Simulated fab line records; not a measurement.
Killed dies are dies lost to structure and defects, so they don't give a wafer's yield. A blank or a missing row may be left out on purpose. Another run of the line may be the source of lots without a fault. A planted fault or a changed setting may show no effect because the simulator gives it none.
fab line records ; flow rit-cmos
record lots=6; wafers=18; last-day=7
route steps=202 shown SILICIDE@161 CONTACT@168 M1@202
lots with no fault: from the same line, run without faults
start-h: start of the lot's first displayed wafer, in hours after the record's first day ; wait-h: time in hours since the lot's previous step ; " identical to the entry in the row above ; L1.1+2: a row that stands for several wafers ; - no value, or no start given ; * or withheld: withheld ; < > ~ a bound
route shown NAME@n: names a module that has steps shown in the file, with the first one's number in the route ; usual: mean and standard deviation over wafers with no fault ; same: alike in all rows ; chamber/n: place in a boat ; sites: per-site readings ; _std_site: their standard deviation ; _edge_site: inner sites' mean taken away from outer sites' mean ; radius-mm: for every site, how far away it sits from the centre of the wafer ; mask NAME#n: copy n ; behind: the most recent tool/chamber to have shaped the wafer ; hold: cause of the lot's hold/its duration in hours/its outcome ; device: transistor that didn't switch, given as n, p or np ; end of line: the tests these same wafers got at the end of their route ; a step with no rows: only its recipe ; killed: dies lost to structure and defects at the first sort, not the wafer's yield ; map: the dies of a wafer, with x for killed, . for not killed, _ for no die there
set.NAME: the run value of the setting; set.NAME@STEP: its run value at that earlier step ; model.NAME: the simulator's own value behind a step, which no gauge read
lots seen at some steps along the route; tables by step, rows by wafer
services: from which hour (start-h, from the record's first day; less than 0 if before it) a tool's chamber was out of use, for how many hours, and why
## steps
# step RIT_SILICIDE_WET_ETCH_00
# recipe chemistry=BOE; target=SiO2; target-depth-nm=14; time-s=15; dry=n2-spin; dilution=10:1; temp-c=21.5
# step RIT_SILICIDE_SPUTTER_01
# recipe material=Ti; target-thk-nm=30; power-w=350; chamber-pressure-pa=0.667; gas=Ar; time-s=240; substrate-temp-c=25
# usual chamber-pressure-pa=0.6670/0.0013; throttle-valve-pct=30.2/1.4
lot.wafer;tool;chamber;start-h;wait-h;chamber-pressure-pa;throttle-valve-pct
L826.3;pvd-sputter-04;-;55.60;0.0;0.6687;29.7
L826.5;pvd-sputter-04;-;55.60;0.0;0.6669;31.5
L826.6;pvd-sputter-04;-;55.60;0.0;0.6668;31.8
L829.2;pvd-sputter-01;-;72.93;0.0;0.6649;29.3
L829.4;pvd-sputter-01;-;72.93;0.0;0.6677;31.7
L829.5;pvd-sputter-01;-;72.93;0.0;0.6670;31.5
L830.1;pvd-sputter-04;-;75.73;0.0;0.6696;31.5
L830.2;pvd-sputter-04;-;75.73;0.0;0.6678;32.1
L830.5;pvd-sputter-04;-;75.73;0.0;0.6678;31.1
L832.1;pvd-sputter-04;-;87.82;0.0;0.6658;31.4
L832.4;pvd-sputter-04;-;87.82;0.0;0.6659;31.7
L832.5;pvd-sputter-04;-;87.82;0.0;0.6651;31.7
L845.2;pvd-sputter-02;-;158.77;0.0;0.6671;28.4
L845.4;pvd-sputter-02;-;158.77;0.0;0.6672;28.1
L845.5;pvd-sputter-02;-;158.77;0.0;0.6677;28.9
L848.1;pvd-sputter-04;-;171.84;0.0;0.6688;31.4
L848.3;pvd-sputter-04;-;171.84;0.0;0.6698;31.3
L848.4;pvd-sputter-04;-;171.84;0.0;0.6680;32.0
# step RIT_SILICIDE_RS_MEAS_02
# recipe thk-meas-gauge=four-point-probe; reads=Ti_of_SILICIDE_SPUTTER_01
# usual SILICIDE_TI_RS=48.2/0.74
lot.wafer;tool;chamber;start-h;wait-h;SILICIDE_TI_RS[ohm/sq]
L826.3;film-metro-03;-;55.79;0.1;47.9
L826.5;film-metro-03;-;55.79;0.1;47.8
L826.6;film-metro-03;-;55.79;0.1;48.6
L829.2;film-metro-01;-;73.10;0.1;46.8
L829.4;film-metro-01;-;73.10;0.1;47.4
L829.5;film-metro-01;-;73.10;0.1;47.1
L830.1;film-metro-03;-;75.88;0.1;47.7
L830.2;film-metro-03;-;75.88;0.1;48.9
L830.5;film-metro-03;-;75.88;0.1;47.8
L832.1;film-metro-04;-;87.97;0.1;49.1
L832.4;film-metro-04;-;87.97;0.1;49.3
L832.5;film-metro-04;-;87.97;0.1;50.0
L845.2;film-metro-01;-;158.94;0.1;47.6
L845.4;film-metro-01;-;158.94;0.1;48.1
L845.5;film-metro-01;-;158.94;0.1;47.4
L848.1;film-metro-03;-;171.99;0.1;48.3
L848.3;film-metro-03;-;171.99;0.1;47.4
L848.4;film-metro-03;-;171.99;0.1;49.1
# step RIT_SILICIDE_THK_MEAS_03
# recipe thk-meas-gauge=xrf; reads=Ti_of_SILICIDE_SPUTTER_01
# usual SILICIDE_TI_THK=29.7/0.35
lot.wafer;tool;chamber;start-h;wait-h;SILICIDE_TI_THK[nm]
L826.3;film-metro-03;-;55.89;0.1;29.7
L826.5;film-metro-03;-;55.89;0.1;29.7
L826.6;film-metro-03;-;55.89;0.1;29.4
L829.2;film-metro-01;-;73.21;0.1;30.5
L829.4;film-metro-01;-;73.21;0.1;29.9
L829.5;film-metro-01;-;73.21;0.1;30.2
L830.1;film-metro-03;-;76.00;0.1;29.9
L830.2;film-metro-03;-;76.00;0.1;29.4
L830.5;film-metro-03;-;76.00;0.1;30.0
L832.1;film-metro-04;-;88.09;0.1;29.3
L832.4;film-metro-04;-;88.09;0.1;29.3
L832.5;film-metro-04;-;88.09;0.1;28.9
L845.2;film-metro-01;-;159.05;0.1;29.9
L845.4;film-metro-01;-;159.05;0.1;29.7
L845.5;film-metro-01;-;159.05;0.1;30.0
L848.1;film-metro-03;-;172.11;0.1;29.6
L848.3;film-metro-03;-;172.11;0.1;30.1
L848.4;film-metro-03;-;172.11;0.1;29.3
# step RIT_SILICIDE_RTA_04
# recipe temp-c=650; time-s=10; idle-temp-c=25; ramp-up-s=5; ramp-down-s=5; cool-to-c=25; ambient=N2
# usual anneal-temp-c-max=652.5/0.81; chamber-o2-ppm=1.994/0.021; wafer_temp_C_max=653.0/0.85
lot.wafer;tool;chamber;start-h;wait-h;anneal-temp-c-max;chamber-o2-ppm;wafer_temp_C_max
L826.3;rtp-anneal-02;0;55.95;0.1;652.1;2.031;652.3
L826.5;rtp-anneal-02;0;55.95;0.1;652.3;2.014;652.8
L826.6;rtp-anneal-02;0;55.95;0.1;652.5;2.005;653.4
L829.2;rtp-anneal-01;0;73.27;0.1;652.1;2.009;653.9
L829.4;rtp-anneal-01;0;73.27;0.1;651.8;1.972;654.4
L829.5;rtp-anneal-01;0;73.27;0.1;652.3;1.988;653.4
L830.1;rtp-anneal-02;0;76.06;0.1;651.4;2.002;651.9
L830.2;rtp-anneal-02;0;76.06;0.1;651.8;2.015;652.3
L830.5;rtp-anneal-02;0;76.06;0.1;651.7;2.005;652.2
L832.1;rtp-anneal-02;0;88.15;0.1;651.6;1.942;653.1
L832.4;rtp-anneal-02;0;88.15;0.1;653.3;1.954;651.6
L832.5;rtp-anneal-02;0;88.15;0.1;651.6;1.954;652.6
L845.2;rtp-anneal-01;0;159.11;0.1;653.0;2.015;653.1
L845.4;rtp-anneal-01;0;159.11;0.1;651.9;2.000;651.8
L845.5;rtp-anneal-01;0;159.11;0.1;652.0;1.963;652.3
L848.1;rtp-anneal-01;0;172.17;0.1;653.3;1.978;653.8
L848.3;rtp-anneal-01;0;172.17;0.1;653.7;1.997;653.4
L848.4;rtp-anneal-01;0;172.17;0.1;653.3;1.957;653.1
# step RIT_SILICIDE_WET_ETCH_05
# recipe chemistry=SPM; target=Ti; temp-c=90; time-s=120; dry=n2-spin
# step RIT_SILICIDE_RTA_06
# recipe temp-c=750; time-s=10; idle-temp-c=25; ramp-up-s=5; ramp-down-s=10; cool-to-c=25; ambient=N2
# usual anneal-temp-c-max=753.1/1; chamber-o2-ppm=1.995/0.021; wafer_temp_C_max=753.3/0.81
lot.wafer;tool;chamber;start-h;wait-h;anneal-temp-c-max;chamber-o2-ppm;wafer_temp_C_max
L826.3;rtp-anneal-01;0;56.06;0.0;753.3;1.979;752.6
L826.5;rtp-anneal-01;0;56.06;0.0;754.6;1.982;753.2
L826.6;rtp-anneal-01;0;56.06;0.0;753.7;1.980;753.3
L829.2;rtp-anneal-02;0;73.38;0.0;752.8;1.941;752.3
L829.4;rtp-anneal-02;0;73.38;0.0;752.4;1.967;754.0
L829.5;rtp-anneal-02;0;73.38;0.0;752.9;1.987;752.9
L830.1;rtp-anneal-01;0;76.21;0.0;754.5;1.982;754.0
L830.2;rtp-anneal-01;0;76.21;0.0;754.6;2.001;753.6
L830.5;rtp-anneal-01;0;76.21;0.0;753.6;1.969;754.8
L832.1;rtp-anneal-01;0;88.26;0.0;754.1;2.008;753.2
L832.4;rtp-anneal-01;0;88.26;0.0;754.1;1.979;753.4
L832.5;rtp-anneal-01;0;88.26;0.0;753.4;1.997;753.6
L845.2;rtp-anneal-01;0;159.22;0.0;753.9;1.964;753.6
L845.4;rtp-anneal-01;0;159.22;0.0;755.2;2.001;753.2
L845.5;rtp-anneal-01;0;159.22;0.0;755.6;2.010;753.8
L848.1;rtp-anneal-02;0;172.28;0.0;752.8;1.968;753.5
L848.3;rtp-anneal-02;0;172.28;0.0;752.0;1.985;752.5
L848.4;rtp-anneal-02;0;172.28;0.0;751.8;2.016;752.6
# step RIT_CONTACT_CVD_00
# recipe material=SiO2; target-thk-nm=400; precursor=TEOS; temp-c=390; time-s=61; rf-w=400
# usual heater-power-w=318/35
lot.wafer;tool;chamber;start-h;wait-h;heater-power-w
L826.3;pecvd-02;1;56.10;0.0;379
L826.5;pecvd-02;0;56.10;0.0;328
L826.6;pecvd-02;1;56.10;0.0;280
L829.2;pecvd-02;2;73.44;0.0;330
L829.4;pecvd-02;1;73.44;0.0;368
L829.5;pecvd-02;2;73.44;0.0;348
L830.1;pecvd-01;2;76.28;0.1;374
L830.2;pecvd-01;1;76.28;0.1;281
L830.5;pecvd-01;1;76.28;0.1;297
L832.1;pecvd-01;0;88.33;0.1;317
L832.4;pecvd-01;2;88.33;0.1;349
L832.5;pecvd-01;0;88.33;0.1;320
L845.2;pecvd-02;0;159.28;0.0;322
L845.4;pecvd-02;1;159.28;0.0;360
L845.5;pecvd-02;2;159.28;0.0;319
L848.1;pecvd-02;2;172.34;0.1;335
L848.3;pecvd-02;1;172.34;0.1;328
L848.4;pecvd-02;0;172.34;0.1;332
# step RIT_CONTACT_THK_MEAS_01
# recipe reads=SiO2_of_CONTACT_CVD_00
# usual CONTACT_TEOS_THK=400/5.6
lot.wafer;tool;chamber;start-h;wait-h;CONTACT_TEOS_THK[nm]
L826.3;film-metro-02;-;56.17;0.0;404
L826.5;film-metro-02;-;56.17;0.0;412
L826.6;film-metro-02;-;56.17;0.0;410
L829.2;film-metro-04;-;73.50;0.0;403
L829.4;film-metro-04;-;73.50;0.0;409
L829.5;film-metro-04;-;73.50;0.0;404
L830.1;film-metro-03;-;76.33;0.0;398
L830.2;film-metro-03;-;76.33;0.0;400
L830.5;film-metro-03;-;76.33;0.0;412
L832.1;film-metro-02;-;88.38;0.0;395
L832.4;film-metro-02;-;88.38;0.0;404
L832.5;film-metro-02;-;88.38;0.0;404
L845.2;film-metro-03;-;159.34;0.0;401
L845.4;film-metro-03;-;159.34;0.0;401
L845.5;film-metro-03;-;159.34;0.0;403
L848.1;film-metro-02;-;172.39;0.0;398
L848.3;film-metro-02;-;172.39;0.0;394
L848.4;film-metro-02;-;172.39;0.0;400
# step RIT_CONTACT_HMDS_02
# recipe prime-time-s=60; prime-temp-c=140
# step RIT_CONTACT_COAT_03
# recipe resist=NOVOLAK; spin-rpm=3250; resist-thk-nm=1000
# step RIT_CONTACT_SOFTBAKE_04
# recipe resist=NOVOLAK; temp-c=90; time-s=60
# step RIT_CONTACT_EXPOSE_05
# recipe mask-id=M11; na=0.6; source-shape=conventional; sigma-outer=0.5; target-cd-nm=1000; dose-mj=250
# usual exposure-dose-mJ-cm2=249.88/0.23
lot.wafer;tool;chamber;start-h;wait-h;mask;exposure-dose-mJ-cm2
L826.3;iline-stepper-01;0;56.83;0.2;M11#0;250.28
L826.5;iline-stepper-01;0;56.83;0.2;M11#0;249.88
L826.6;iline-stepper-01;0;56.83;0.2;M11#0;250.03
L829.2;iline-stepper-01;0;74.14;0.2;M11#0;238.92
L829.4;iline-stepper-01;0;74.14;0.2;M11#0;239.15
L829.5;iline-stepper-01;0;74.14;0.2;M11#0;239.13
L830.1;iline-stepper-01;0;76.98;0.1;M11#0;241.21
L830.2;iline-stepper-01;0;76.98;0.1;M11#0;241.12
L830.5;iline-stepper-01;0;76.98;0.1;M11#0;240.92
L832.1;iline-stepper-02;0;88.89;0.1;M11#0;250.01
L832.4;iline-stepper-02;0;88.89;0.1;M11#0;249.84
L832.5;iline-stepper-02;0;88.89;0.1;M11#0;250.22
L845.2;iline-stepper-02;0;159.86;0.1;M11#0;250.09
L845.4;iline-stepper-02;0;159.86;0.1;M11#0;249.95
L845.5;iline-stepper-02;0;159.86;0.1;M11#0;250.03
L848.1;iline-stepper-02;0;172.90;0.1;M11#0;250.04
L848.3;iline-stepper-02;0;172.90;0.1;M11#0;250.49
L848.4;iline-stepper-02;0;172.90;0.1;M11#0;250.10
# step RIT_CONTACT_PEB_06
# recipe resist=NOVOLAK; temp-c=withheld; time-s=withheld
# step RIT_CONTACT_DEVELOP_07
# recipe resist=NOVOLAK; develop-time-s=120; dev-temp-c=23
# step RIT_CONTACT_CD_MEAS_08
# recipe target-cd-nm=1000
# usual cd-nm=999.0/2.6
lot.wafer;tool;chamber;start-h;wait-h;cd-nm
L826.3;cd-sem-01;-;57.35;-;1002.3
L826.5;cd-sem-01;-;57.35;-;1004.3
L826.6;cd-sem-01;-;57.35;-;1003.0
L829.2;cd-sem-02;-;74.66;-;986.2
L829.4;cd-sem-02;-;74.66;-;986.8
L829.5;cd-sem-02;-;74.66;-;988.1
L830.1;cd-sem-01;-;77.57;-;989.8
L830.2;cd-sem-01;-;77.57;-;993.2
L830.5;cd-sem-01;-;77.57;-;989.6
L832.1;cd-sem-01;-;89.40;-;999.0
L832.4;cd-sem-01;-;89.40;-;999.0
L832.5;cd-sem-01;-;89.40;-;1000.3
L845.2;cd-sem-02;-;160.38;-;995.4
L845.4;cd-sem-02;-;160.38;-;995.2
L845.5;cd-sem-02;-;160.38;-;995.7
L848.1;cd-sem-02;-;173.42;-;1001.5
L848.3;cd-sem-02;-;173.42;-;1003.0
L848.4;cd-sem-02;-;173.42;-;1001.4
# step RIT_CONTACT_OVL_MEAS_09
# usual CONTACT_OVL=1.5/1.5
lot.wafer;tool;chamber;start-h;wait-h;CONTACT_OVL[nm]
L826.3;overlay-02;-;57.44;0.1;1.6
L826.5;overlay-02;-;57.44;0.1;1.1
L826.6;overlay-02;-;57.44;0.1;0.9
L829.2;overlay-01;-;74.77;0.1;2.7
L829.4;overlay-01;-;74.77;0.1;3.2
L829.5;overlay-01;-;74.77;0.1;3.0
L830.1;overlay-02;-;77.69;0.1;1.2
L830.2;overlay-02;-;77.69;0.1;1.6
L830.5;overlay-02;-;77.69;0.1;3.3
L832.1;overlay-02;-;89.52;0.1;1.5
L832.4;overlay-02;-;89.52;0.1;-0.9
L832.5;overlay-02;-;89.52;0.1;0.8
L845.2;overlay-02;-;160.48;0.1;-1.6
L845.4;overlay-02;-;160.48;0.1;0.6
L845.5;overlay-02;-;160.48;0.1;1.4
L848.1;overlay-02;-;173.54;0.1;1.0
L848.3;overlay-02;-;173.54;0.1;3.1
L848.4;overlay-02;-;173.54;0.1;-1.1
# step RIT_CONTACT_HARDBAKE_10
# recipe resist=NOVOLAK; temp-c=140; time-s=60
# step RIT_CONTACT_ETCH_11
# recipe target-depth-a=4800; over-etch-frac=0.2; stop-on=TiSi2; chemistry=CHF3/CF4/Ar; target=SiO2; CHF3_flow_sccm=50; cf4-flow-sccm=10; Ar_flow_sccm=100; O2_flow_sccm=5; pressure-mtorr=100; rf-w=200; time-s=320
# usual drypump-motor-current-A=5.8/0.55; mfc-ar-sccm=100.0/0.31; oes-product-au=0.994/0.015; throttle-valve-pct=8.89/0.14
lot.wafer;tool;chamber;start-h;wait-h;drypump-motor-current-A;mfc-ar-sccm;oes-product-au;rf-hours-counter-h;throttle-valve-pct;model.CONTACT.cd-nm
L826.3;rie-diel-02;2;57.61;0.1;6.4;99.8;1.021;136;9.05;1002
L826.5;rie-diel-02;3;57.61;0.1;6.0;100.1;1.010;-;8.61;1005
L826.6;rie-diel-02;2;57.61;0.1;6.4;99.8;1.030;-;9.06;1003
L829.2;rie-diel-01;3;74.95;0.1;6.4;100.1;0.997;27;8.99;986
L829.4;rie-diel-01;0;74.95;0.1;6.0;99.7;0.980;150;8.97;987
L829.5;rie-diel-01;1;74.95;0.1;5.8;100.3;1.004;-;8.94;987.6
L830.1;rie-diel-04;2;77.88;0.1;5.9;100.0;0.997;4;9.04;989.8
L830.2;rie-diel-04;1;77.88;0.1;6.7;100.0;0.986;8;8.78;993.5
L830.5;rie-diel-04;0;77.88;0.1;5.3;99.8;0.976;-;8.77;989.2
L832.1;rie-diel-02;1;89.71;0.1;5.7;99.7;0.987;108;8.84;999.1
L832.4;rie-diel-02;0;89.71;0.1;5.4;100.1;0.993;-;8.62;999
L832.5;rie-diel-02;2;89.71;0.1;6.4;99.9;1.020;-;9.05;1000
L845.2;rie-diel-02;0;160.66;0.1;5.4;100.1;0.983;82;8.61;995.6
L845.4;rie-diel-02;2;160.66;0.1;6.4;99.7;1.008;138;9.05;995.2
L845.5;rie-diel-02;0;160.66;0.1;5.4;100.1;0.992;-;8.61;995.3
L848.1;rie-diel-02;2;173.73;0.1;6.4;99.6;1.022;138;9.05;1002
L848.3;rie-diel-02;1;173.73;0.1;5.8;99.6;0.992;109;8.87;1003
L848.4;rie-diel-02;3;173.73;0.1;6.0;100.3;1.015;81;8.62;1002
# step RIT_CONTACT_STRIP_12
# recipe chemistry=O2; time-s=180; resist=NOVOLAK; platen-temp-c=withheld; power-w=500; pressure-mtorr=4000; o2-flow-sccm=4000
# usual drypump-motor-current-A=5.93/0.27
lot.wafer;tool;chamber;start-h;wait-h;drypump-motor-current-A;rf-hours-counter-h
L826.3;plasma-asher-02;0;57.86;0.2;5.39;-
L826.5;plasma-asher-02;0;57.86;0.2;5.38;-
L826.6;plasma-asher-02;1;57.86;0.2;6.18;-
L829.2;plasma-asher-03;1;75.14;0.1;6.01;43
L829.4;plasma-asher-03;0;75.14;0.1;6.17;-
L829.5;plasma-asher-03;1;75.14;0.1;5.97;-
L830.1;plasma-asher-02;0;78.07;0.1;5.45;44
L830.2;plasma-asher-02;1;78.07;0.1;6.17;44
L830.5;plasma-asher-02;0;78.07;0.1;5.40;-
L832.1;plasma-asher-01;0;89.90;0.1;5.79;47
L832.4;plasma-asher-01;0;89.90;0.1;5.81;-
L832.5;plasma-asher-01;1;89.90;0.1;5.91;-
L845.2;plasma-asher-03;0;160.86;0.1;6.20;52
L845.4;plasma-asher-03;0;160.86;0.1;6.17;-
L845.5;plasma-asher-03;0;160.86;0.1;6.20;-
L848.1;plasma-asher-03;0;173.92;0.1;6.14;54
L848.3;plasma-asher-03;0;173.92;0.1;6.14;-
L848.4;plasma-asher-03;1;173.92;0.1;5.97;-
# step RIT_M1_PROBE_99
# usual killed-at-contacts=0.1/0.27; killed-at-front-end=6.4/2.9; killed-dies=6.5/3; killed-open=3.3/1.9; killed-short=3.2/1.7
# same gross-dies=264; killed_at_M0_to_M3=0; killed_at_M4_up=0; killed-at-back-side=0; killed-at-other=0
lot.wafer;tool;chamber;start-h;wait-h;killed-at-contacts;killed-at-front-end;killed-dies;killed-open;killed-short;model.etest.nplus-sal.width-nm;model.etest.pplus-sal.width-nm;model.etest.pwell-pinched.rs-ohm-sq;model.etest.nwell-pinched.rs-ohm-sq;model.etest.contact-to-gate.bv-right-v;model.etest.contact-to-gate.bv-left-v;model.etest.nmos_0p15.tox-inv-nm;model.etest.diode-nplus-comb.cj-ff-um2
L826.3;prober-01;-;63.70;0.2;0;7;7;4;3;3459;3468;455.2;343.4;86.05;88.65;4.449;2.64
L826.5;prober-01;-;63.80;0.2;0;6;6;1;5;3436;3459;455.7;336.4;88.6;92.11;4.529;2.612
L826.6;prober-01;-;63.85;0.2;0;8;8;5;3;3448;3445;463.6;339.3;86.89;88.89;4.472;2.627
L829.2;prober-02;-;80.43;0.1;0;9;9;6;3;3426;3449;463.8;336.5;88.82;94.79;4.471;2.638
L829.4;prober-02;-;80.53;0.2;0;13;13;6;7;3431;3444;462;336.8;94.35;93.14;4.491;2.649
L829.5;prober-02;-;80.58;0.2;0;6;6;4;2;3449;3442;464.3;340.4;92.32;95.04;4.494;2.66
L830.1;prober-01;-;83.44;0.1;1;4;5;2;3;3386;3390;448.6;330.8;92.38;93.39;4.518;2.575
L830.2;prober-01;-;83.49;0.1;0;10;10;5;5;3416;3439;456.9;335.3;92.3;90.22;4.516;2.617
L830.5;prober-01;-;83.64;0.2;0;5;5;3;2;3400;3389;450.8;328.3;95.74;92.28;4.507;2.541
L832.1;prober-01;-;94.88;0.1;0;4;4;1;3;3445;3427;455.7;337.4;92.16;90.51;4.45;2.639
L832.4;prober-01;-;95.03;0.2;0;6;6;2;4;3422;3434;447.4;333.4;91.14;88.04;4.483;2.632
L832.5;prober-01;-;95.08;0.2;0;8;8;6;2;3450;3450;463.8;344.2;91.23;89.72;4.44;2.658
L845.2;prober-02;-;165.73;0.1;0;5;5;3;2;3463;3452;461.4;340.3;91.64;90.66;4.47;2.648
L845.4;prober-02;-;165.83;0.2;0;2;2;2;0;3436;3428;458.2;334.2;91.85;93.43;4.535;2.608
L845.5;prober-02;-;165.88;0.2;0;4;4;3;1;3452;3449;459.3;339;90.88;90.38;4.452;2.639
L848.1;prober-01;-;178.63;0.1;0;10;10;2;8;3456;3440;462.3;341.6;90.9;91.6;4.423;2.651
L848.3;prober-01;-;178.73;0.2;0;5;5;3;2;3408;3407;455.1;334.2;89.55;86.2;4.517;2.616
L848.4;prober-01;-;178.78;0.2;0;6;6;2;4;3427;3441;460.5;341.1;90;90.07;4.438;2.661
# killed by level:class
L826.3 GATE:geometric-particle:open=3 FOX1:geometric-particle:short=1 GATE:geometric-particle:short=1 REOX:geometric-particle:short=1 SPACER:geometric-particle:open=1
L826.5 GATE:geometric-particle:short=2 FOX2:geometric-particle:short=1 GATE:geometric-particle:open=1 SPACER:geometric-particle:short=1 SILICIDE:geometric-particle:short=1
L826.6 FOX2:geometric-particle:open=2 GATE:geometric-particle:short=2 FOX1:geometric-particle:open=1 SPACER:geometric-particle:short=1 SPACER:geometric-particle:open=1 SILICIDE:geometric-particle:open=1
L829.2 REOX:geometric-particle:open=2 SPACER:geometric-particle:open=2 GATE:geometric-particle:short=1 GATE:geometric-particle:open=1 REOX:geometric-particle:short=1 SPACER:geometric-particle:short=1 SILICIDE:geometric-particle:open=1
L829.4 GATE:geometric-particle:short=4 GATE:geometric-particle:open=4 REOX:geometric-particle:short=2 REOX:geometric-particle:open=1 SPACER:geometric-particle:short=1 SILICIDE:geometric-particle:open=1
L829.5 GATE:geometric-particle:short=2 REOX:geometric-particle:open=2 GATE:geometric-particle:open=1 SILICIDE:geometric-particle:open=1
L830.1 GATE:geometric-particle:short=2 GATE:geometric-particle:open=1 SILICIDE:geometric-particle:open=1 CONTACT:geometric-particle:short=1
L830.2 REOX:geometric-particle:short=2 SPACER:geometric-particle:open=2 FOX1:geometric-particle:short=1 FOX1:geometric-particle:open=1 GATE:geometric-particle:short=1 GATE:geometric-particle:open=1 REOX:geometric-particle:open=1 SPACER:geometric-particle:short=1
L830.5 FOX2:geometric-particle:open=1 FOX2:geometric-particle:short=1 GATE:geometric-particle:open=1 GATE:geometric-particle:short=1 REOX:geometric-particle:open=1
L832.1 REOX:geometric-particle:short=2 REOX:geometric-particle:open=1 SILICIDE:geometric-particle:short=1
L832.4 GATE:geometric-particle:short=3 FOX1:geometric-particle:short=1 FOX1:geometric-particle:open=1 GATE:geometric-particle:open=1
L832.5 GATE:geometric-particle:open=3 SPACER:geometric-particle:open=2 REOX:geometric-particle:short=1 SPACER:geometric-particle:short=1 SILICIDE:geometric-particle:open=1
L845.2 GATE:geometric-particle:open=2 GATE:geometric-particle:short=1 REOX:geometric-particle:open=1 SILICIDE:geometric-particle:short=1
L845.4 GATE:geometric-particle:open=1 SILICIDE:geometric-particle:open=1
L845.5 GATE:geometric-particle:open=2 SPACER:geometric-particle:open=1 SPACER:geometric-particle:short=1
L848.1 GATE:geometric-particle:short=4 SPACER:geometric-particle:short=2 FOX1:geometric-particle:short=1 FOX2:geometric-particle:open=1 FOX2:geometric-particle:short=1 SILICIDE:geometric-particle:open=1
L848.3 FOX1:geometric-particle:open=2 FOX2:geometric-particle:short=1 GATE:geometric-particle:open=1 SPACER:geometric-particle:short=1
L848.4 GATE:geometric-particle:short=2 FOX1:geometric-particle:open=1 FOX2:geometric-particle:short=1 REOX:geometric-particle:short=1 SILICIDE:geometric-particle:open=1
## services
tool;chamber;start-h;hours;kind
rie-diel-04;-;44.46;1.8;repair
pvd-sputter-01;-;44.78;3.7;repair
iline-stepper-02;0;48.20;-;calibration
iline-stepper-02;-;49.12;1.7;pm
pvd-sputter-02;-;50.02;6.7;repair
pvd-sputter-04;-;50.11;2.4;repair
pecvd-02;-;57.22;6.0;pm
pvd-sputter-01;-;67.50;0.5;repair
rie-diel-02;3;89.32;9.2;repair
iline-stepper-01;0;90.26;-;calibration
rie-diel-04;3;92.29;5.8;repair
pecvd-02;-;92.35;3.3;repair
iline-stepper-01;-;97.70;1.7;pm
rie-diel-01;2;102.00;9.5;repair
pvd-sputter-01;-;102.39;2.7;repair
rie-diel-04;2;105.54;3.2;repair
plasma-asher-02;-;108.75;9.0;pm
plasma-asher-02;0;108.75;9.0;vent-cycle
plasma-asher-02;1;108.75;9.0;vent-cycle
plasma-asher-02;0;117.75;-;clean
rie-diel-02;1;139.27;7.1;repair
rtp-anneal-02;-;143.50;1.0;pm
plasma-asher-01;-;144.01;10.0;pm
iline-stepper-01;-;163.26;4.3;pm
## key
first-sign step=RIT_CONTACT_EXPOSE_05; reading=exposure-dose-mJ-cm2; direction=down; sigmas=43; usual=249.88; struck=240.08
effect step=RIT_CONTACT_CD_MEAS_08; reading=cd-nm; direction=down; sigmas=3.8; usual=999.0; struck=989.0; through=control-loop
model-effect step=RIT_CONTACT_ETCH_11; value=CONTACT.cd-nm; without=1000; struck=988.9
model-effect step=RIT_M1_PROBE_99; value=etest.nplus-sal.width-nm; without=3432; struck=3418
met-at RIT_CONTACT_EXPOSE_05
struck-wafers L829.2,L829.4,L829.5,L830.1,L830.2,L830.5
tester-left-out L829,L830
loop-trim step=RIT_CONTACT_EXPOSE_05; setting=dose; lots=L830
onset-between 56.83 74.14
earlier-fault kind=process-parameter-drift; tool=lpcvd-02; chamber=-; onset-h=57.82; steps=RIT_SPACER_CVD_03; channel=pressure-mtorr; offset=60; shape=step; end-h=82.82; acts-in=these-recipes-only; stated=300
fault kind=process-parameter-drift; tool=iline-stepper-01; chamber=-; onset-h=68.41; steps=RIT_CONTACT_EXPOSE_05; channel=dose-mj; offset=-10.959; shape=step; acts-in=these-recipes-only; stated=250
# tester-left-out: of these lots the tester's yield and bins aren't shown, on N5 and GAA mostly nor the transistor test; their killed dies are dies lost to structure and defects alone, not to doping, threshold or leakage, so they don't give the yield
# loop-trim: a control loop set the setting to another value than it would have without faults
